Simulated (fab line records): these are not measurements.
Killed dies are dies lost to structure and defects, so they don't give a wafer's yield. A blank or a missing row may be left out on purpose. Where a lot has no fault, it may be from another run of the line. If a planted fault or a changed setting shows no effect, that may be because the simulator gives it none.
The tool behind it: which one? -- flow berkeleyCmos170 -- 7 lots, 21 wafers sampled, at 2 steps of a route of 331

WHAT EACH GAUGE READ, for each wafer
UCB170_WELLDRIVE_THK_MEAS_02.
lot,measured,on,WELLDRIVE_OXIDE_THK (nm)
L579,day 3 18:25,filmMetro-01,193 193 192
L582,day 4 12:29,filmMetro-03,194 192 195
L584,day 4 23:07,filmMetro-01,203 202 198
L586,day 5 11:44,filmMetro-01,72 73 70 72 73 70
L588,day 6 02:26,filmMetro-03,65 66 64 65 66 64
L596,day 7 08:50,filmMetro-04,204 200 199
L598,day 8 04:38,filmMetro-01,201 201 201

TOOL THAT RAN EACH LOT (tool first, then ch and the chambers of the sampled wafers, then the start)
lot,UCB170_WELLDRIVE_OXIDATION_01
L579,"furnace-01 ch 0, day 3 14:55"
L582,"furnace-02 ch 0, day 4 08:59"
L584,"furnace-02 ch 0, day 4 19:35"
L586,"furnace-02 ch 0, day 5 08:14"
L588,"furnace-02 ch 0, day 5 22:56"
L596,"furnace-04 ch 0, day 7 05:20"
L598,"furnace-04 ch 0, day 8 01:07"
- UCB170_WELLDRIVE_OXIDATION_01: target thk 199 nm, ox time 9000 s.

THE ANSWER, worked out from the rows above alone
Rule: the lots themselves supply what counts as usual. The widest of any qualifying gaps counts: lots, ordered by their means at a reading, are off when they make up no more than a third of the lots, leave a main group of 4 or more, and stand apart from it by 3 or more times the standard deviation of that group's means. The tables above print the reading to a certain number of digits; a main group whose means all agree to those digits is not used. A lot without any number at a reading at which 4 lots or more have one is off too. The other lots that the step has rows for count as sound.
Off: L586, L588, seen at UCB170_WELLDRIVE_THK_MEAS_02 (WELLDRIVE_OXIDE_THK). Main group: mean 198 nm, sd 3.9.
A tool fits if, at a process step before that reading, it ran every lot that is off, and no sound lot after the first of them. Those tools and the gauges at UCB170_WELLDRIVE_THK_MEAS_02 are tried in the same way. One candidate fits, namely furnace-02 at UCB170_WELLDRIVE_OXIDATION_01. Its last sound lot is L584 (day 4 19:35), its first lot that is off L586 (day 5 08:14): a fault that began between those two fits.

WHAT THE SIMULATOR PUT IN
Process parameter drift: furnace-02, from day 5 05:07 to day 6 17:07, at UCB170_WELLDRIVE_OXIDATION_01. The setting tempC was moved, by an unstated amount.
Struck lots among those shown: L586, L588. The rule above found the same.
